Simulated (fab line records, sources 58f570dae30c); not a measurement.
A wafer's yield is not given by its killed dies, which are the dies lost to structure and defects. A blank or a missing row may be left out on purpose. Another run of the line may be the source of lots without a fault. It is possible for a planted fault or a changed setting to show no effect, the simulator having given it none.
fab line records | flow berkeley-cmos170
record lots=14 wafers=42 last-day=12
route steps=331 shown CONTACT@235 V2@305 M3@326
lots that met no fault: from a run of the same line without faults
start-h: the number of hours between the record's first day and the start of the first shown wafer of the lot | wait-h: hours since the lot's step before | " repeats the value in the row above | L1.1+2: several wafers, shown together as one row | - no value present, or no start provided | * or withheld: withheld | < > ~ a bound
route shown NAME@n: a module of which the file shows steps, and the number in the route of the first | usual: average and standard deviation across the fault-free wafers | same: alike in all rows | chamber/n: place in a boat | sites: the reading at each site | _std_site: standard deviation across them | _edge_site: mean of outer sites minus mean of inner sites | radius-mm: how far each site lies from the wafer's centre | mask NAME#n: copy n | behind: the tool/chamber that last shaped the wafer | hold: what put the lot on hold/how long, in hours/how the hold closed | device: the n, p or np transistor that did not switch | end of line: the same wafers' tests at the end of the route | a step without rows: its recipe alone | killed: count of dies lost to structure and defects at first sort (not the wafer's yield) | map: shows each die of a wafer: x if killed, . if not, _ if none is there
set.NAME: the setting the step ran with; set.NAME@STEP: the setting that earlier step ran with | model.NAME: the simulator's own value behind a step, which no gauge read
one table for each step of the route and one row for each wafer, over a sample of lots
services: when a tool's chamber went out of use (start-h, in hours from the record's first day, below 0 if earlier), for how many hours, and the reason
## steps
# step UCB170_CONTACT_STRIP_19
# recipe chemistry=O2 power-w=400 pressure-mtorr=3500 platen-temp-c=withheld o2-flow-sccm=400 overash-fraction=0.5
# usual drypump-motor-current-A=6.1/0.38 oes-product-au=0.725/0.0046
# columns lot.wafer tool chamber start-h wait-h drypump-motor-current-A oes-product-au rf-hours-counter-h
L111.2 plasma-asher-02 1 152.08 - 6.6 0.728 43
L111.4 " 1 " " 6.6 0.731 -
L111.6 " 0 " " 5.9 0.724 -
L112.2 plasma-asher-02 0 152.36 - 5.9 0.732 43
L112.3 " 1 " " 6.6 0.723 -
L112.4 " 0 " " 5.8 0.727 -
L110.1 plasma-asher-01 1 152.49 - 6.0 0.734 46
L110.2 " 0 " " 6.3 0.728 46
L110.3 " 0 " " 6.3 0.731 -
L113.1 plasma-asher-01 1 158.30 - 6.0 0.727 47
L113.2 " 0 " " 6.3 0.722 47
L113.4 " 0 " " 6.3 0.724 -
L114.3 plasma-asher-03 0 158.45 - 5.4 0.723 -
L114.4 " 1 " " 6.5 0.726 -
L114.5 " 0 " " 5.4 0.719 -
L118.1 plasma-asher-02 1 186.19 - 6.6 0.724 47
L118.5 " 0 " " 5.9 0.724 -
L118.6 " 1 " " 6.6 0.724 -
L116.2 plasma-asher-01 1 186.61 - 6.0 0.724 50
L116.5 " 1 " " 6.0 0.733 -
L116.6 " 0 " " 6.3 0.726 -
L115.1 plasma-asher-03 0 186.94 - 5.4 0.721 44
L115.2 " 1 " " 6.5 0.733 44
L115.6 " 1 " " 6.6 0.721 -
L122.4 plasma-asher-02 0 199.03 - 5.9 0.722 -
L122.5 " 1 " " 6.6 0.724 -
L122.6 " 0 " " 5.9 0.717 -
L127.2 plasma-asher-03 1 227.71 - 6.6 0.728 48
L127.3 " 1 " " 6.5 0.723 -
L127.5 " 1 " " 6.6 0.722 -
L131.1 plasma-asher-03 1 241.41 - 6.6 0.726 50
L131.2 " 0 " " 5.4 0.720 50
L131.5 " 0 " " 5.4 0.722 -
L129.2 plasma-asher-01 1 244.27 - 6.0 0.716 56
L129.4 " 0 " " 6.3 0.728 -
L129.6 " 0 " " 6.3 0.722 -
L132.1 plasma-asher-01 0 254.25 - 6.3 0.718 57
L132.2 " 1 " " 6.0 0.725 57
L132.5 " 1 " " 6.0 0.733 -
L133.1 plasma-asher-01 1 269.63 - 6.0 0.728 59
L133.2 " 0 " " 6.3 0.725 59
L133.4 " 0 " " 6.3 0.723 -
# step UCB170_V2_OVL_MEAS_13
# usual V2_OVL=-3/5.1
# columns lot.wafer tool chamber start-h wait-h V2_OVL[nm]
L112.2 overlay-01 - 167.66 0.1 1
L112.3 " - " " -3
L112.4 " - " " 4
L111.2 overlay-01 - 167.78 0.1 -4
L111.4 " - " " -8
L111.6 " - " " -5
L110.1 overlay-01 - 167.93 0.1 -9
L110.2 " - " " -5
L110.3 " - " " -15
L114.3 overlay-02 - 174.48 0.1 -6
L114.4 " - " " -2
L114.5 " - " " -3
L113.1 overlay-01 - 174.71 0.1 -2
L113.2 " - " " 2
L113.4 " - " " -5
L118.1 overlay-02 - 200.97 0.1 -8
L118.5 " - " " -3
L118.6 " - " " 1
L116.2 overlay-02 - 202.13 0.1 -8
L116.5 " - " " -9
L116.6 " - " " 1
L115.1 overlay-01 - 202.49 0.1 -3
L115.2 " - " " -1
L115.6 " - " " 7
L122.4 overlay-01 - 213.75 0.1 -4
L122.5 " - " " -8
L122.6 " - " " -2
L127.2 overlay-01 - 244.32 0.1 -5
L127.3 " - " " -11
L127.5 " - " " -6
L131.1 overlay-01 - 256.60 0.1 0
L131.2 " - " " -2
L131.5 " - " " -4
L129.2 overlay-02 - 259.13 0.1 1
L129.4 " - " " -4
L129.6 " - " " 0
L132.1 overlay-01 - 270.90 0.1 0
L132.2 " - " " -14
L132.5 " - " " -1
L133.1 overlay-02 - 285.03 0.1 -2
L133.2 " - " " 4
L133.4 " - " " 11
# step UCB170_M3_ETCH_17
# recipe chemistry=N2/H2 target-depth-a=withheld overetch-a=withheld target=BARC time-s=withheld source-w=500 bias-w=100 pressure-mtorr=30 n2-flow-sccm=100 h2-flow-sccm=200
# usual bias-w=100.0/0.31 chamber-pressure-mTorr=30.001/0.025 drypump-motor-current-A=5.9/0.58 h2-flow-sccm=200.0/0.57 oes-product-au=0.998/0.016 throttle-valve-pct=13.27/0.1
# columns lot.wafer tool chamber start-h wait-h bias-w chamber-pressure-mTorr drypump-motor-current-A h2-flow-sccm oes-product-au throttle-valve-pct
L112.2 rie-diel-02 1 170.61 0.0 100.5 30.032 6.4 199.2 0.997 13.41
L112.3 " 3 " " 100.1 29.995 4.9 199.4 0.993 13.01
L112.4 " 2 " " 100.6 30.012 5.5 199.6 1.029 13.27
L111.2 rie-diel-02 0 171.16 0.0 99.6 29.972 5.4 199.7 1.008 13.37
L111.4 " 3 " " 100.4 30.000 4.9 200.4 0.999 13.03
L111.6 " 1 " " 99.7 29.966 6.4 199.6 1.017 13.40
L110.1 rie-diel-04 3 171.22 0.0 100.2 30.008 6.6 200.6 0.968 13.27
L110.2 " 0 " " 99.6 30.000 5.9 199.8 0.994 13.22
L110.3 " 1 " " 100.2 30.022 6.6 199.8 1.003 13.20
L114.3 rie-diel-04 3 178.19 0.0 99.5 29.993 6.6 199.2 0.967 13.26
L114.4 " 1 " " 100.4 29.965 6.6 199.8 0.999 13.21
L114.5 " 2 " " 100.1 30.037 6.4 201.4 0.989 13.36
L113.1 rie-diel-02 0 178.99 0.0 100.4 29.965 5.3 199.3 1.017 13.37
L113.2 " 3 " " 100.4 30.001 4.9 199.9 0.992 13.01
L113.4 " 1 " " 100.1 30.065 6.4 199.6 1.016 13.40
L118.1 rie-diel-02 1 205.78 0.0 100.3 30.057 6.4 200.2 0.995 13.40
L118.5 " 0 " " 100.2 29.998 5.3 199.5 1.007 13.36
L118.6 " 1 " " 100.3 29.990 6.4 199.5 1.001 13.41
L116.2 rie-diel-01 2 206.69 0.0 - - - - - -
L116.5 " 2 " " - - - - - -
L116.6 " 1 " " - - - - - -
L115.1 rie-diel-04 0 206.95 0.0 - - - - - -
L115.2 " 3 " " - - - - - -
L115.6 " 0 " " - - - - - -
L122.4 rie-diel-02 2 216.34 0.0 99.3 30.007 5.5 200.3 1.001 13.28
L122.5 " 3 " " 99.9 30.023 4.9 199.6 0.983 13.01
L122.6 " 0 " " 100.2 30.000 5.3 200.1 1.010 13.38
L127.2 rie-diel-01 1 247.60 0.0 100.0 30.010 5.3 200.5 1.018 13.20
L127.3 " 3 " " 99.5 29.959 6.0 199.0 1.012 13.36
L127.5 " 3 " " 99.9 30.025 6.0 199.5 1.021 13.36
L131.1 rie-diel-04 2 260.14 0.0 99.8 30.053 6.3 200.2 1.005 13.37
L131.2 " 3 " " 99.9 29.997 6.6 200.6 0.977 13.27
L131.5 " 0 " " 99.9 29.990 5.8 199.8 0.998 13.23
L129.2 rie-diel-01 3 265.53 0.0 100.1 29.999 6.1 198.9 1.022 13.36
L129.4 " 0 " " 100.0 30.021 5.2 200.0 0.999 13.20
L129.6 " 3 " " 99.9 29.984 6.0 199.8 1.029 13.36
L132.1 rie-diel-04 1 273.38 0.0 100.2 30.004 6.6 199.7 0.989 13.23
L132.2 " 2 " " 100.1 29.987 6.3 198.7 0.976 13.37
L132.5 " 2 " " 100.2 29.985 6.3 199.7 0.975 13.37
L133.1 rie-diel-04 3 287.99 0.0 100.7 30.014 6.6 200.6 0.977 13.27
L133.2 " 1 " " 100.2 29.991 6.7 200.7 1.002 13.21
L133.4 " 2 " " 100.5 29.976 6.4 200.1 0.983 13.37
# step UCB170_M3_METAL_ETCH_18
# recipe chemistry=Cl2/BCl3 target=Al stop-on=SiO2 pressure-mtorr=12 target-depth-a=11700 over-etch-frac=0.3 time-s=195 icp-w=600 bias-w=120 Cl2_flow_sccm=90 bcl3-flow-sccm=45
# usual bcl3-flow-sccm=44.97/0.13 bias-w=120.0/0.37 drypump-motor-current-A=5.3/0.35 he-backside-leak-sccm=3.24/0.2 oes-product-au=0.855/0.016 throttle-valve-pct=24.67/0.12
# columns lot.wafer tool chamber start-h wait-h bcl3-flow-sccm bias-w drypump-motor-current-A he-backside-leak-sccm oes-product-au rf-hours-counter-h throttle-valve-pct
L112.2 rie-metal-02 1 170.65 - 44.87 119.8 5.2 3.06 0.856 3 24.71
L112.3 " 1 " " 45.00 120.2 5.2 3.12 0.852 - 24.71
L112.4 " 0 " " 45.26 120.7 5.7 2.78 0.846 - 24.61
L110.1 rie-metal-04 0 171.26 - 45.02 119.5 5.0 2.81 0.868 10 24.68
L110.2 " 0 " " 45.02 120.0 5.0 2.84 0.864 - 24.67
L110.3 " 0 " " 45.12 119.9 5.0 2.93 0.874 - 24.69
L111.2 rie-metal-03 1 171.27 - 44.88 120.2 4.9 3.59 0.868 - 24.83
L111.4 " 1 " " 44.94 119.9 4.9 3.64 0.871 - 24.83
L111.6 " 1 " " 45.07 119.9 5.0 3.44 0.869 - 24.82
L114.3 rie-metal-03 1 178.36 - 44.88 119.4 4.9 3.56 0.873 - 24.83
L114.4 " 1 " " 44.67 119.7 4.9 3.61 0.868 - 24.81
L114.5 " 1 " " 44.79 119.4 4.9 3.58 0.855 - 24.84
L113.1 rie-metal-04 0 179.03 - 44.82 120.2 5.0 3.27 0.875 11 24.66
L113.2 " 0 " " 45.01 119.9 5.0 3.52 0.872 - 24.66
L113.4 " 0 " " 44.88 120.5 5.0 3.35 0.868 - 24.68
L118.1 rie-metal-02 0 205.83 - 44.97 120.0 5.7 2.90 0.841 3 24.62
L118.5 " 0 " " 44.79 119.9 5.7 3.05 0.845 - 24.63
L118.6 " 1 " " 45.07 120.3 5.2 3.12 0.831 - 24.73
L116.2 rie-metal-03 0 206.73 - 44.96 120.2 5.5 3.14 0.357 1 24.87
L116.5 " 0 " " 44.88 120.3 5.5 3.12 0.363 - 24.87
L116.6 " 1 " " 45.01 119.9 4.9 3.57 0.385 - 25.05
L115.1 rie-metal-02 0 206.99 - 45.17 119.7 5.7 3.10 0.368 4 24.85
L115.2 " 1 " " 44.84 120.5 5.2 3.02 0.373 5 24.93
L115.6 " 0 " " 45.18 120.4 5.6 3.04 0.373 - 24.84
L122.4 rie-metal-04 0 216.45 - 44.81 120.4 5.0 3.09 0.867 - 24.67
L122.5 " 1 " " 44.95 121.1 6.0 3.27 0.848 - 24.38
L122.6 " 0 " " 44.84 120.7 5.0 2.98 0.870 - 24.67
L127.2 rie-metal-02 0 247.64 - 45.09 119.7 5.7 3.12 0.853 4 24.61
L127.3 " 1 " " 45.05 120.1 5.2 3.35 0.847 - 24.72
L127.5 " 1 " " 45.00 120.0 5.2 3.22 0.844 - 24.72
L131.1 rie-metal-03 0 260.19 - 44.98 120.4 5.5 3.07 0.818 2 24.62
L131.2 " 1 " " 45.00 119.6 4.9 3.39 0.863 3 24.81
L131.5 " 1 " " 45.12 120.0 4.9 3.38 0.867 - 24.83
L129.2 rie-metal-03 0 265.57 - 45.21 120.5 5.5 3.12 0.829 2 24.64
L129.4 " 0 " " 44.98 120.3 5.5 3.17 0.832 - 24.64
L129.6 " 1 " " 45.04 119.9 4.9 3.59 0.869 - 24.83
L132.1 rie-metal-03 0 273.43 - 44.94 120.1 5.5 3.24 0.816 2 24.63
L132.2 " 1 " " 44.94 119.7 4.9 3.38 0.868 4 24.82
L132.5 " 1 " " 44.88 119.1 4.9 3.30 0.856 - 24.84
L133.1 rie-metal-04 0 288.03 - 44.90 119.7 5.0 3.11 0.866 14 24.67
L133.2 " 0 " " 44.96 120.1 5.0 3.07 0.867 - 24.66
L133.4 " 0 " " 45.01 119.6 5.0 3.07 0.876 - 24.67
# step UCB170_M3_CD_MEAS_90
# recipe target-cd-nm=700
# usual cd-nm=701/3.5
# columns lot.wafer tool chamber start-h wait-h cd-nm
L112.2 cd-sem-01 - 170.96 0.1 701
L112.3 " - " " 698
L112.4 " - " " 703
L110.1 cd-sem-02 - 171.79 0.1 701
L110.2 " - " " 704
L110.3 " - " " 702
L111.2 cd-sem-01 - 171.80 0.2 698
L111.4 " - " " 701
L111.6 " - " " 701
L114.3 cd-sem-02 - 178.75 0.1 700
L114.4 " - " " 701
L114.5 " - " " 699
L113.1 cd-sem-02 - 179.50 0.1 708
L113.2 " - " " 704
L113.4 " - " " 707
L118.1 cd-sem-02 - 206.11 0.1 705
L118.5 " - " " 706
L118.6 " - " " 696
L116.2 cd-sem-01 - 207.04 0.1 -
L116.5 " - " " -
L116.6 " - " " -
L115.1 cd-sem-01 - 207.28 0.1 -
L115.2 " - " " -
L115.6 " - " " -
L122.4 cd-sem-01 - 216.73 0.1 701
L122.5 " - " " 699
L122.6 " - " " 700
L127.2 cd-sem-01 - 248.01 0.1 702
L127.3 " - " " 697
L127.5 " - " " 698
L131.1 cd-sem-02 - 260.47 0.1 705
L131.2 " - " " 701
L131.5 " - " " 703
L129.2 cd-sem-01 - 265.88 0.1 700
L129.4 " - " " 700
L129.6 " - " " 701
L132.1 cd-sem-01 - 273.71 0.1 702
L132.2 " - " " 702
L132.5 " - " " 699
L133.1 cd-sem-01 - 288.51 0.1 703
L133.2 " - " " 701
L133.4 " - " " 705
# step UCB170_M3_BOW_MEAS_20
# recipe mode=bow
# usual M3_BOW=35/6.8
# columns lot.wafer tool chamber start-h wait-h M3_BOW[um]
L112.2 film-metro-04 - 171.08 0.1 41
L112.3 " - " " 29
L112.4 " - " " 51
L110.1 film-metro-04 - 171.96 0.1 35
L110.2 " - " " 30
L110.3 " - " " 48
L111.2 film-metro-03 - 171.98 0.2 26
L111.4 " - " " 33
L111.6 " - " " 38
L114.3 film-metro-02 - 178.87 0.1 29
L114.4 " - " " 35
L114.5 " - " " 35
L113.1 film-metro-04 - 179.67 0.1 32
L113.2 " - " " 35
L113.4 " - " " 35
L118.1 film-metro-02 - 206.23 0.1 34
L118.5 " - " " 36
L118.6 " - " " 29
L116.2 film-metro-03 - 207.16 0.1 40
L116.5 " - " " 31
L116.6 " - " " 31
L115.1 film-metro-02 - 207.40 0.1 32
L115.2 " - " " 29
L115.6 " - " " 45
L122.4 film-metro-02 - 216.85 0.1 39
L122.5 " - " " 26
L122.6 " - " " 31
L127.2 film-metro-04 - 248.13 0.1 45
L127.3 " - " " 31
L127.5 " - " " 28
L131.1 film-metro-03 - 260.59 0.1 34
L131.2 " - " " 35
L131.5 " - " " 31
L129.2 film-metro-04 - 266.00 0.1 26
L129.4 " - " " 38
L129.6 " - " " 41
L132.1 film-metro-03 - 273.83 0.1 32
L132.2 " - " " 46
L132.5 " - " " 35
L133.1 film-metro-02 - 288.63 0.1 37
L133.2 " - " " 45
L133.4 " - " " 42
## services
# columns tool chamber start-h hours kind
rie-metal-03 1 131.29 - clean
rie-metal-03 1 131.29 24.1 scheduled-down
rie-metal-03 1 131.29 24.1 vent-cycle
rie-metal-04 1 141.97 1.9 repair
rie-metal-04 1 157.69 1.9 repair
rie-metal-03 0 170.82 - clean
rie-metal-03 0 170.82 14.8 scheduled-down
rie-metal-03 0 170.82 14.8 vent-cycle
rie-diel-02 2 179.80 - clean
rie-diel-02 2 179.80 17.4 scheduled-down
rie-diel-02 0 194.72 9.8 repair
rie-diel-02 0 208.05 4.4 repair
rie-metal-02 0 209.59 16.2 repair
rie-diel-01 2 225.02 1.4 repair
rie-diel-02 0 226.92 6.6 repair
rie-diel-04 1 231.33 8.4 repair
rie-diel-04 1 239.77 - clean
rie-diel-04 1 239.77 21.5 scheduled-down
rie-diel-04 1 239.77 21.5 vent-cycle
rie-diel-02 3 259.06 5.8 repair
rie-diel-01 2 264.01 24.6 repair
rie-diel-04 - 275.49 2.8 pm
rie-diel-01 1 276.26 2.2 repair
rie-diel-01 0 284.43 1.5 repair
## key
first-sign step=UCB170_M3_ETCH_17 reading=tool-record direction=missing
effect step=UCB170_M3_METAL_ETCH_18 reading=oes-product-au direction=down sigmas=30 usual=0.855 struck=0.370
effect step=UCB170_M3_CD_MEAS_90 reading=cd-nm direction=missing
met-at UCB170_M3_ETCH_17
struck-lots L115,L116
later-rows-left-out L115.1,L115.2,L115.6,L116.2,L116.5,L116.6
sort-left-out L115.1,L115.2,L115.6,L116.2,L116.5,L116.6
not-acting-at UCB170_CONTACT_STRIP_19,UCB170_V2_OVL_MEAS_13,UCB170_M3_BOW_MEAS_20
onset-between 178.19 206.69
fault kind=skipped-step-whole tool=rie-diel-01,rie-diel-04 chamber=- onset-h=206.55 steps=UCB170_M3_ETCH_17 scope=struck-lots-only
# sort-left-out: the simulated sort isn't trusted on such a fault, so these wafers' sort isn't shown, and their yield isn't known
# later-rows-left-out: the simulator's readings of these wafers behind a module that went badly wrong aren't trusted and aren't shown, but for the sort
